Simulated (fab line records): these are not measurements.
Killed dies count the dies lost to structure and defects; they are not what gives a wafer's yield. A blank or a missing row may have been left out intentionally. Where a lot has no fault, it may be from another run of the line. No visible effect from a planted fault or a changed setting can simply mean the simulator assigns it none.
fab line records + flow ritCmos
record
- lots=5
- wafers=15
- lastDay=7
route steps=202 shown GATE@94 REOX@98 NLDD@103 PLDD@114 SPACER@125 M1@202
lots that met no fault: from a run of the same line without faults
startH: hours from the record's first day to the start of the lot's first wafer shown + waitH: time in hours since the lot's previous step + " unchanged from the row above + L1.1+2: several wafers, shown together as one row + - value missing, or start not given + * or withheld: withheld + < > ~ a bound
route shown NAME@n: names a module that has steps shown in the file, with the first one's number in the route + usual: the fault-free wafers' mean and standard deviation + same: alike in all rows + chamber/n: place in a boat + sites: each site's reading + _std_site: the standard deviation of these + _edge_site: inner sites' mean taken away from outer sites' mean + radiusMm: how far each site lies from the wafer's centre + mask NAME#n: copy n + behind: the most recent tool/chamber to have shaped the wafer + hold: why the lot went on hold/how many hours it stayed there/how the hold came to an end + device: transistor that didn't switch, given as n, p or np + end of line: tests of these same wafers at the route's end + a step given without rows: its recipe and nothing more + killed: dies lost to structure and defects at the first sort, not the wafer's yield + map: dies across one wafer; x = killed, . = not, _ = none there
set.NAME: the setting the step ran with; set.NAME@STEP: the setting that earlier step ran with + model.NAME: the simulator's own value behind a step, which no gauge read
a table for each step, a row for each wafer; lots at some steps of the route
services: the hour from which a tool's chamber was out of use, counted from the record's first day as startH (under 0 if before that day), plus the number of hours and why
## steps
# step RIT_GATE_HARDBAKE_18
# recipe
- resist=NOVOLAK
- tempC=140
- timeS=60
# step RIT_GATE_ETCH_19
# recipe
- chemistry=SF6/CHF3/O2
- timeS=165
- SF6_flow_sccm=30
- CHF3_flow_sccm=30
- O2_flow_sccm=5
- target=poly-Si
- pressureMtorr=40
- rfW=160
- targetDepthA=3125
- overEtchFrac=0.25
- stopOn=SiO2
# usual
- drypumpMotorCurrentA=5.8/0.43
- oesProductAu=0.849/0.013
- throttleValvePct=10.31/0.096
| lot.wafer | tool     | chamber | startH | waitH | drypumpMotorCurrentA | oesProductAu | rfHoursCounterH | throttleValvePct |
|-----------|----------|---------|--------|-------|----------------------|--------------|-----------------|------------------|
| L629.2    | rieSi-02 | 1       | 55.67  | 0.1   | 5.2                  | 0.854        | 33              | 10.24            |
| L629.3    | "        | 3       | "      | "     | 5.8                  | 0.863        | 121             | 10.49            |
| L629.6    | "        | 3       | "      | "     | 5.8                  | 0.848        | -               | 10.51            |
| L630.1    | rieSi-01 | 1       | 61.57  | 0.1   | 5.8                  | 0.860        | 26              | 10.30            |
| L630.2    | "        | 3       | "      | "     | 5.4                  | 0.831        | 3               | 10.22            |
| L630.5    | "        | 0       | "      | "     | 5.8                  | 0.847        | -               | 10.22            |
| L642.1    | rieSi-01 | 0       | 116.44 | 0.1   | 5.8                  | 0.853        | 40              | 10.22            |
| L642.4    | "        | 2       | "      | "     | 6.0                  | 0.852        | 137             | 10.22            |
| L642.6    | "        | 2       | "      | "     | 6.0                  | 0.854        | -               | 10.23            |
| L644.2    | rieSi-01 | 0       | 126.51 | 0.1   | 5.8                  | 0.835        | 40              | 10.22            |
| L644.4    | "        | 3       | "      | "     | 5.5                  | 0.825        | 4               | 10.22            |
| L644.5    | "        | 0       | "      | "     | 5.8                  | 0.841        | -               | 10.22            |
| L648.3    | rieSi-01 | 2       | 146.22 | 0.1   | 6.0                  | 0.860        | 137             | 10.24            |
| L648.5    | "        | 2       | "      | "     | 6.0                  | 0.864        | -               | 10.25            |
| L648.6    | "        | 1       | "      | "     | 5.8                  | 0.870        | -               | 10.32            |
# step RIT_GATE_STRIP_20
# recipe
- chemistry=O2
- timeS=180
- resist=NOVOLAK
- platenTempC=withheld
- powerW=500
- pressureMtorr=4000
- o2FlowSccm=4000
# usual
- drypumpMotorCurrentA=5.91/0.22
| lot.wafer | tool           | chamber | startH | waitH | drypumpMotorCurrentA | rfHoursCounterH |
|-----------|----------------|---------|--------|-------|----------------------|-----------------|
| L629.2    | plasmaAsher-04 | 0       | 55.78  | 0.1   | 6.19                 | 25              |
| L629.3    | "              | 0       | "      | "     | 6.19                 | -               |
| L629.6    | "              | 1       | "      | "     | 6.15                 | -               |
| L630.1    | plasmaAsher-04 | 1       | 61.68  | 0.1   | 6.21                 | 25              |
| L630.2    | "              | 0       | "      | "     | 6.19                 | 25              |
| L630.5    | "              | 0       | "      | "     | 6.18                 | -               |
| L642.1    | plasmaAsher-03 | 0       | 116.55 | 0.1   | 5.74                 | 48              |
| L642.4    | "              | 0       | "      | "     | 5.74                 | -               |
| L642.6    | "              | 0       | "      | "     | 5.77                 | -               |
| L644.2    | plasmaAsher-03 | 0       | 126.62 | 0.1   | 5.78                 | 50              |
| L644.4    | "              | 1       | "      | "     | 5.65                 | -               |
| L644.5    | "              | 0       | "      | "     | 5.76                 | -               |
| L648.3    | plasmaAsher-04 | 0       | 146.39 | 0.1   | 6.19                 | -               |
| L648.5    | "              | 1       | "      | "     | 6.18                 | -               |
| L648.6    | "              | 0       | "      | "     | 6.19                 | -               |
# step RIT_GATE_CD_MEAS_90
# recipe
- targetCdNm=150
# usual
- cdNm=149.2/2.7
| lot.wafer | tool     | chamber | startH | waitH | cdNm  |
|-----------|----------|---------|--------|-------|-------|
| L629.2    | cdSem-01 | -       | 55.97  | 0.1   | 148.6 |
| L629.3    | "        | -       | "      | "     | 148.6 |
| L629.6    | "        | -       | "      | "     | 149.4 |
| L630.1    | cdSem-02 | -       | 61.85  | 0.1   | 148.4 |
| L630.2    | "        | -       | "      | "     | 148.6 |
| L630.5    | "        | -       | "      | "     | 147.6 |
| L642.1    | cdSem-02 | -       | 116.72 | 0.1   | 147.2 |
| L642.4    | "        | -       | "      | "     | 149.5 |
| L642.6    | "        | -       | "      | "     | 148.6 |
| L644.2    | cdSem-02 | -       | 126.82 | 0.1   | 146.1 |
| L644.4    | "        | -       | "      | "     | 149.5 |
| L644.5    | "        | -       | "      | "     | 149.6 |
| L648.3    | cdSem-02 | -       | 146.54 | 0.1   | 145.5 |
| L648.5    | "        | -       | "      | "     | 147.5 |
| L648.6    | "        | -       | "      | "     | 147.7 |
# step RIT_REOX_CLEAN_00
# recipe
- chemistry=SC1
- mix=3:3:50
- timeS=600
- tempC=75
# step RIT_REOX_CLEAN_01
# recipe
- chemistry=dHF
- dilution=50:1
- timeS=30
# step RIT_REOX_CLEAN_02
# recipe
- chemistry=SC2
- mix=3:3:50
- timeS=600
- tempC=75
- dry=n2Spin
# step RIT_REOX_OXIDATION_03
# recipe
- tempC=900
- ambient=O2
- targetThkA=252
- oxTimeS=5580
# step RIT_REOX_THK_MEAS_04
# recipe
- reads=SiO2_of_REOX_OXIDATION_03
# usual
- REOX_OXIDE_THK=25.1/0.46
| lot.wafer | tool         | chamber | startH | waitH | REOX_OXIDE_THK[nm] |
|-----------|--------------|---------|--------|-------|--------------------|
| L629.2    | filmMetro-03 | -       | 61.23  | 0.0   | 25.0               |
| L629.3    | "            | -       | "      | "     | 25.0               |
| L629.6    | "            | -       | "      | "     | 25.1               |
| L630.1    | filmMetro-01 | -       | 65.96  | 0.0   | 24.5               |
| L630.2    | "            | -       | "      | "     | 25.0               |
| L630.5    | "            | -       | "      | "     | 24.9               |
| L642.1    | filmMetro-01 | -       | 120.92 | 0.0   | 25.3               |
| L642.4    | "            | -       | "      | "     | 25.4               |
| L642.6    | "            | -       | "      | "     | 25.1               |
| L644.2    | filmMetro-03 | -       | 130.74 | 0.0   | 24.4               |
| L644.4    | "            | -       | "      | "     | 24.6               |
| L644.5    | "            | -       | "      | "     | 24.6               |
| L648.3    | filmMetro-03 | -       | 149.77 | 0.0   | 25.0               |
| L648.5    | "            | -       | "      | "     | 25.3               |
| L648.6    | "            | -       | "      | "     | 24.8               |
# step RIT_NLDD_HMDS_00
# recipe
- primeTimeS=60
- primeTempC=140
# step RIT_NLDD_COAT_01
# recipe
- resist=NOVOLAK
- spinRpm=3250
- resistThkNm=1000
# step RIT_NLDD_SOFTBAKE_02
# recipe
- resist=NOVOLAK
- tempC=90
- timeS=60
# step RIT_NLDD_EXPOSE_03
# recipe
- maskId=M7
- na=0.57
- targetCdNm=40700
- doseMj=250
| lot.wafer  | tool            | chamber | startH | waitH | mask |
|------------|-----------------|---------|--------|-------|------|
| L629.2+3+6 | ilineStepper-01 | 0       | 61.75  | 0.1   | M7#0 |
| L630.1+2+5 | ilineStepper-01 | 0       | 66.47  | 0.1   | M8#0 |
| L642.1+4+6 | ilineStepper-01 | 0       | 121.43 | 0.1   | M7#0 |
| L644.2+4+5 | ilineStepper-01 | 0       | 131.39 | 0.2   | M7#0 |
| L648.3+5+6 | ilineStepper-02 | 0       | 150.42 | 0.2   | M7#0 |
# step RIT_NLDD_PEB_04
# recipe
- resist=NOVOLAK
- tempC=withheld
- timeS=withheld
# step RIT_NLDD_DEVELOP_05
# recipe
- resist=NOVOLAK
- developTimeS=50
- devTempC=23
# step RIT_NLDD_OVL_MEAS_06
# usual
- NLDD_OVL=0.5/1.4
| lot.wafer | tool       | chamber | startH | waitH | NLDD_OVL[nm] |
|-----------|------------|---------|--------|-------|--------------|
| L629.2    | overlay-02 | -       | 62.14  | -     | 0.9          |
| L629.3    | "          | -       | "      | "     | -0.6         |
| L629.6    | "          | -       | "      | "     | -0.7         |
| L630.1    | overlay-01 | -       | 66.87  | -     | -            |
| L630.2    | "          | -       | "      | "     | -            |
| L630.5    | "          | -       | "      | "     | -            |
| L642.1    | overlay-01 | -       | 121.83 | -     | 0.6          |
| L642.4    | "          | -       | "      | "     | 1.7          |
| L642.6    | "          | -       | "      | "     | 0.7          |
| L644.2    | overlay-02 | -       | 131.79 | -     | 1.3          |
| L644.4    | "          | -       | "      | "     | 0.5          |
| L644.5    | "          | -       | "      | "     | -1.3         |
| L648.3    | overlay-01 | -       | 150.79 | -     | -2.0         |
| L648.5    | "          | -       | "      | "     | -1.0         |
| L648.6    | "          | -       | "      | "     | -2.3         |
# step RIT_NLDD_HARDBAKE_07
# recipe
- resist=NOVOLAK
- tempC=140
- timeS=60
# step RIT_NLDD_IMPLANT_08
# recipe
- species=P
- energyKev=20
- doseCm2=5e+14
- tiltDeg=7
# step RIT_NLDD_STRIP_09
# recipe
- chemistry=O2
- timeS=180
- resist=NOVOLAK
- platenTempC=withheld
- powerW=500
- pressureMtorr=4000
- o2FlowSccm=4000
# usual
- drypumpMotorCurrentA=5.76/0.068
| lot.wafer | tool           | chamber | startH | waitH | drypumpMotorCurrentA | rfHoursCounterH |
|-----------|----------------|---------|--------|-------|----------------------|-----------------|
| L629.2    | plasmaAsher-01 | 0       | 62.47  | 0.1   | 5.78                 | 41              |
| L629.3    | "              | 0       | "      | "     | 5.81                 | -               |
| L629.6    | "              | 0       | "      | "     | 5.83                 | -               |
| L630.1    | plasmaAsher-03 | 0       | 67.20  | 0.1   | 5.77                 | 42              |
| L630.2    | "              | 1       | "      | "     | 5.64                 | 42              |
| L630.5    | "              | 0       | "      | "     | 5.77                 | -               |
| L642.1    | plasmaAsher-02 | 1       | 122.17 | 0.1   | 5.89                 | 0               |
| L642.4    | "              | 1       | "      | "     | 5.85                 | -               |
| L642.6    | "              | 1       | "      | "     | 5.89                 | -               |
| L644.2    | plasmaAsher-01 | 0       | 132.31 | 0.1   | 5.79                 | 49              |
| L644.4    | "              | 0       | "      | "     | 5.82                 | -               |
| L644.5    | "              | 1       | "      | "     | 5.76                 | -               |
| L648.3    | plasmaAsher-03 | 1       | 151.18 | 0.1   | 5.64                 | -               |
| L648.5    | "              | 1       | "      | "     | 5.64                 | -               |
| L648.6    | "              | 0       | "      | "     | 5.77                 | -               |
# step RIT_NLDD_TW_MEAS_10
# usual
- NLDD_TW=2491/28
| lot.wafer | tool         | chamber | startH | waitH | NLDD_TW |
|-----------|--------------|---------|--------|-------|---------|
| L629.2    | filmMetro-02 | -       | 62.66  | 0.1   | 2460    |
| L629.3    | "            | -       | "      | "     | 2472    |
| L629.6    | "            | -       | "      | "     | 2461    |
| L630.1    | filmMetro-02 | -       | 67.38  | 0.1   | 30      |
| L630.2    | "            | -       | "      | "     | 30      |
| L630.5    | "            | -       | "      | "     | 30      |
| L642.1    | filmMetro-02 | -       | 122.34 | 0.1   | 2459    |
| L642.4    | "            | -       | "      | "     | 2482    |
| L642.6    | "            | -       | "      | "     | 2471    |
| L644.2    | filmMetro-04 | -       | 132.49 | 0.1   | 2519    |
| L644.4    | "            | -       | "      | "     | 2523    |
| L644.5    | "            | -       | "      | "     | 2520    |
| L648.3    | filmMetro-03 | -       | 151.31 | 0.1   | 2484    |
| L648.5    | "            | -       | "      | "     | 2475    |
| L648.6    | "            | -       | "      | "     | 2499    |
# step RIT_PLDD_HMDS_00
# recipe
- primeTimeS=60
- primeTempC=140
# step RIT_PLDD_COAT_01
# recipe
- resist=NOVOLAK
- spinRpm=3250
- resistThkNm=1000
# step RIT_PLDD_SOFTBAKE_02
# recipe
- resist=NOVOLAK
- tempC=90
- timeS=60
# step RIT_PLDD_EXPOSE_03
# recipe
- maskId=M8
- na=0.57
- targetCdNm=40900
- doseMj=250
# step RIT_PLDD_PEB_04
# recipe
- resist=NOVOLAK
- tempC=withheld
- timeS=withheld
# step RIT_PLDD_DEVELOP_05
# recipe
- resist=NOVOLAK
- developTimeS=50
- devTempC=23
# step RIT_PLDD_OVL_MEAS_06
# usual
- PLDD_OVL=0.1/1.4
| lot.wafer | tool       | chamber | startH | waitH | PLDD_OVL[nm] |
|-----------|------------|---------|--------|-------|--------------|
| L629.2    | overlay-02 | -       | 63.69  | -     | 2.1          |
| L629.3    | "          | -       | "      | "     | 3.4          |
| L629.6    | "          | -       | "      | "     | 2.0          |
| L630.1    | overlay-01 | -       | 68.29  | -     | -1.1         |
| L630.2    | "          | -       | "      | "     | 1.1          |
| L630.5    | "          | -       | "      | "     | -0.5         |
| L642.1    | overlay-02 | -       | 123.38 | -     | 0.9          |
| L642.4    | "          | -       | "      | "     | -0.7         |
| L642.6    | "          | -       | "      | "     | -1.2         |
| L644.2    | overlay-01 | -       | 133.40 | -     | 0.5          |
| L644.4    | "          | -       | "      | "     | -1.5         |
| L644.5    | "          | -       | "      | "     | -1.4         |
| L648.3    | overlay-01 | -       | 152.36 | -     | 0.2          |
| L648.5    | "          | -       | "      | "     | 1.8          |
| L648.6    | "          | -       | "      | "     | -0.3         |
# step RIT_PLDD_HARDBAKE_07
# recipe
- resist=NOVOLAK
- tempC=140
- timeS=60
# step RIT_PLDD_IMPLANT_08
# recipe
- species=BF2
- energyKev=20
- doseCm2=9e+14
- tiltDeg=7
# step RIT_PLDD_STRIP_09
# recipe
- chemistry=O2
- timeS=180
- resist=NOVOLAK
- platenTempC=withheld
- powerW=500
- pressureMtorr=4000
- o2FlowSccm=4000
# usual
- drypumpMotorCurrentA=5.80/0.16
| lot.wafer | tool           | chamber | startH | waitH | drypumpMotorCurrentA | rfHoursCounterH |
|-----------|----------------|---------|--------|-------|----------------------|-----------------|
| L629.2    | plasmaAsher-04 | 1       | 64.02  | 0.1   | 6.16                 | 26              |
| L629.3    | "              | 1       | "      | "     | 6.15                 | -               |
| L629.6    | "              | 1       | "      | "     | 6.17                 | -               |
| L630.1    | plasmaAsher-01 | 1       | 68.62  | 0.1   | 5.78                 | 42              |
| L630.2    | "              | 0       | "      | "     | 5.80                 | 42              |
| L630.5    | "              | 0       | "      | "     | 5.80                 | -               |
| L642.1    | plasmaAsher-03 | 1       | 123.71 | 0.1   | 5.64                 | 49              |
| L642.4    | "              | 0       | "      | "     | 5.76                 | -               |
| L642.6    | "              | 0       | "      | "     | 5.77                 | -               |
| L644.2    | plasmaAsher-01 | 1       | 133.73 | 0.1   | 5.78                 | 50              |
| L644.4    | "              | 1       | "      | "     | 5.79                 | -               |
| L644.5    | "              | 1       | "      | "     | 5.77                 | -               |
| L648.3    | plasmaAsher-01 | 0       | 152.95 | 0.1   | 5.80                 | -               |
| L648.5    | "              | 1       | "      | "     | 5.78                 | -               |
| L648.6    | "              | 0       | "      | "     | 5.80                 | -               |
# step RIT_PLDD_TW_MEAS_10
# usual
- PLDD_TW=2346/28
| lot.wafer | tool         | chamber | startH | waitH | PLDD_TW |
|-----------|--------------|---------|--------|-------|---------|
| L629.2    | filmMetro-04 | -       | 64.20  | 0.1   | 2360    |
| L629.3    | "            | -       | "      | "     | 2357    |
| L629.6    | "            | -       | "      | "     | 2362    |
| L630.1    | filmMetro-02 | -       | 68.80  | 0.1   | 2838    |
| L630.2    | "            | -       | "      | "     | 2849    |
| L630.5    | "            | -       | "      | "     | 2844    |
| L642.1    | filmMetro-03 | -       | 123.89 | 0.1   | 2323    |
| L642.4    | "            | -       | "      | "     | 2321    |
| L642.6    | "            | -       | "      | "     | 2322    |
| L644.2    | filmMetro-02 | -       | 133.91 | 0.1   | 2317    |
| L644.4    | "            | -       | "      | "     | 2320    |
| L644.5    | "            | -       | "      | "     | 2322    |
| L648.3    | filmMetro-03 | -       | 153.09 | 0.1   | 2344    |
| L648.5    | "            | -       | "      | "     | 2335    |
| L648.6    | "            | -       | "      | "     | 2335    |
# step RIT_SPACER_CLEAN_00
# recipe
- chemistry=SC1
- mix=3:3:50
- timeS=600
- tempC=75
# step RIT_M1_PROBE_99
# usual
- killedAtContacts=0.1/0.36
- killedAtFrontEnd=7/3.1
- killedDies=7/3.1
- killedOnRim=1.9/1.4
- killedOpen=3.6/2.1
- killedShort=3.2/1.9
# same
- grossDies=264
- killed_at_M0_to_M3=0
- killed_at_M4_up=0
- killedAtBackSide=0
- killedAtOther=0
| lot.wafer | tool      | chamber | startH | waitH | killedAtContacts | killedAtFrontEnd | killedDies | killedOnRim | killedOpen | killedShort |
|-----------|-----------|---------|--------|-------|------------------|------------------|------------|-------------|------------|-------------|
| L629.2    | prober-01 | -       | 77.80  | 0.1   | 0                | 2                | 2          | 1           | 1          | 1           |
| L629.3    | prober-01 | -       | 77.85  | 0.2   | 0                | 11               | 11         | 4           | 8          | 3           |
| L629.6    | prober-01 | -       | 78.00  | 0.2   | 0                | 7                | 7          | 0           | 3          | 4           |
| L630.1    | prober-02 | -       | 82.37  | 0.1   | 0                | 264              | 264        | 70          | 6          | 6           |
| L630.2    | prober-02 | -       | 82.42  | 0.1   | 0                | 264              | 264        | 70          | 6          | 2           |
| L630.5    | prober-02 | -       | 82.57  | 0.2   | 0                | 264              | 264        | 70          | 3          | 5           |
| L642.1    | prober-02 | -       | 137.47 | 0.1   | 0                | 7                | 7          | 4           | 4          | 3           |
| L642.4    | prober-02 | -       | 137.62 | 0.2   | 0                | 2                | 2          | 0           | 1          | 1           |
| L642.6    | prober-02 | -       | 137.72 | 0.2   | 0                | 5                | 5          | 3           | 0          | 5           |
| L644.2    | prober-02 | -       | 147.60 | 0.1   | 0                | 3                | 3          | 2           | 3          | 0           |
| L644.4    | prober-02 | -       | 147.70 | 0.2   | 0                | 4                | 4          | 1           | 2          | 2           |
| L644.5    | prober-02 | -       | 147.75 | 0.2   | 0                | 8                | 8          | 3           | 1          | 7           |
| L648.3    | prober-02 | -       | 166.64 | 0.2   | 0                | 7                | 7          | 0           | 4          | 3           |
| L648.5    | prober-02 | -       | 166.74 | 0.2   | 1                | 4                | 5          | 2           | 2          | 3           |
| L648.6    | prober-02 | -       | 166.79 | 0.2   | 0                | 2                | 2          | 0           | 1          | 1           |
# killed by level:class
L629.2 FOX2:geometricParticle:short=1 GATE:geometricParticle:open=1
L629.3 FOX2:geometricParticle:open=4 FOX1:geometricParticle:short=3 FOX1:geometricParticle:open=2 GATE:geometricParticle:open=1 REOX:geometricParticle:open=1
L629.6 GATE:geometricParticle:short=2 REOX:geometricParticle:short=2 SILICIDE:geometricParticle:open=2 GATE:geometricParticle:open=1
L630.1 NLDD:areaExpose=252 GATE:geometricParticle:open=5 GATE:geometricParticle:short=2 SILICIDE:geometricParticle:short=2 ACTIVE:geometricParticle:short=1 FOX1:geometricParticle:open=1 REOX:geometricParticle:short=1
L630.2 NLDD:areaExpose=256 SILICIDE:geometricParticle:open=3 GATE:geometricParticle:open=2 SILICIDE:geometricParticle:short=2 REOX:geometricParticle:open=1
L630.5 NLDD:areaExpose=256 GATE:geometricParticle:short=4 ACTIVE:geometricParticle:open=1 FOX1:geometricParticle:short=1 FOX1:geometricParticle:open=1 FOX2:geometricParticle:open=1
L642.1 GATE:geometricParticle:open=3 GATE:geometricParticle:short=2 SPACER:geometricParticle:open=1 SILICIDE:geometricParticle:short=1
L642.4 GATE:geometricParticle:short=1 SPACER:geometricParticle:open=1
L642.6 FOX1:geometricParticle:short=2 GATE:geometricParticle:short=1 REOX:geometricParticle:short=1 SPACER:geometricParticle:short=1
L644.2 FOX1:geometricParticle:open=2 SPACER:geometricParticle:open=1
L644.4 FOX2:geometricParticle:open=1 GATE:geometricParticle:short=1 GATE:geometricParticle:open=1 REOX:geometricParticle:short=1
L644.5 GATE:geometricParticle:short=3 FOX1:geometricParticle:short=2 FOX1:geometricParticle:open=1 FOX2:geometricParticle:short=1 SILICIDE:geometricParticle:short=1
L648.3 FOX1:geometricParticle:open=3 FOX1:geometricParticle:short=2 SPACER:geometricParticle:open=1 SPACER:geometricParticle:short=1
L648.5 GATE:geometricParticle:open=1 GATE:geometricParticle:short=1 REOX:geometricParticle:short=1 SILICIDE:geometricParticle:short=1 CONTACT:geometricParticle:open=1
L648.6 FOX1:geometricParticle:open=1 FOX1:geometricParticle:short=1
# map L630.1 (x killed, . not)
________xxxxxxx_______
_____xxxxxxxxxxxxx____
____xxxxxxxxxxxxxxx___
___xxxxxxxxxxxxxxxxx__
__xxxxxxxxxxxxxxxxxxx_
__xxxxxxxxxxxxxxxxxxx_
_xxxxxxxxxxxxxxxxxxxxx
_xxxxxxxxxxxxxxxxxxxxx
_xxxxxxxxxxxxxxxxxxxxx
_xxxxxxxxxxxxxxxxxxxxx
__xxxxxxxxxxxxxxxxxxx_
__xxxxxxxxxxxxxxxxxxx_
___xxxxxxxxxxxxxxxxx__
____xxxxxxxxxxxxxxx___
_____xxxxxxxxxxxxx____
________xxxxxxx_______
# map L642.1 (x killed, . not)
________......x_______
_____.............____
____..............x___
___.................__
__..................._
__..................._
_.....................
_....x...............x
_.....................
_.....................
__..................._
__....x.............._
___..............x..__
____...............___
_____.........x...____
________......._______
## services
| tool            | chamber | startH | hours | kind        |
|-----------------|---------|--------|-------|-------------|
| ilineStepper-02 | -       | 39.05  | 1.7   | pm          |
| ilineStepper-02 | 0       | 44.72  | -     | calibration |
| rieSi-02        | -       | 56.97  | 2.8   | pm          |
| plasmaAsher-04  | -       | 105.75 | 0.9   | repair      |
| plasmaAsher-02  | -       | 108.75 | 9.0   | pm          |
| plasmaAsher-02  | 0       | 108.75 | 9.0   | ventCycle   |
| plasmaAsher-02  | 1       | 108.75 | 9.0   | ventCycle   |
| plasmaAsher-02  | 0       | 117.75 | -     | clean       |
| plasmaAsher-02  | 1       | 117.75 | -     | clean       |
| ilineStepper-01 | 0       | 134.98 | -     | calibration |
## key
firstSign
- step=RIT_NLDD_EXPOSE_03
- reading=mask
- direction=changed
effect
- step=RIT_NLDD_OVL_MEAS_06
- reading=NLDD_OVL
- direction=missing
effect
- step=RIT_NLDD_TW_MEAS_10
- reading=NLDD_TW
- direction=down
- sigmas=89
- usual=2491
- struck=30
effect
- step=RIT_PLDD_TW_MEAS_10
- reading=PLDD_TW
- direction=up
- sigmas=18
- usual=2346
- struck=2843
effect
- step=RIT_M1_PROBE_99
- reading=killedDies
- direction=up
- sigmas=84
- usual=7
- struck=264
moreKillsBornAt
- RIT_NLDD_EXPOSE_03@ilineStepper-01=764
metAt RIT_NLDD_EXPOSE_03
struckWafers L630.1,L630.2,L630.5
testerLeftOut L630
onsetBetween 61.75 66.47
fault
- kind=wrongMask
- tool=any
- chamber=-
- onsetH=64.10
- steps=RIT_NLDD_EXPOSE_03
- auxCopy=M8#0
- scope=struckLotsOnly
# testerLeftOut: of these lots the tester's yield and bins aren't shown, on N5 and GAA mostly nor the transistor test; their killed dies are dies lost to structure and defects alone, not to doping, threshold or leakage, so they don't give the yield
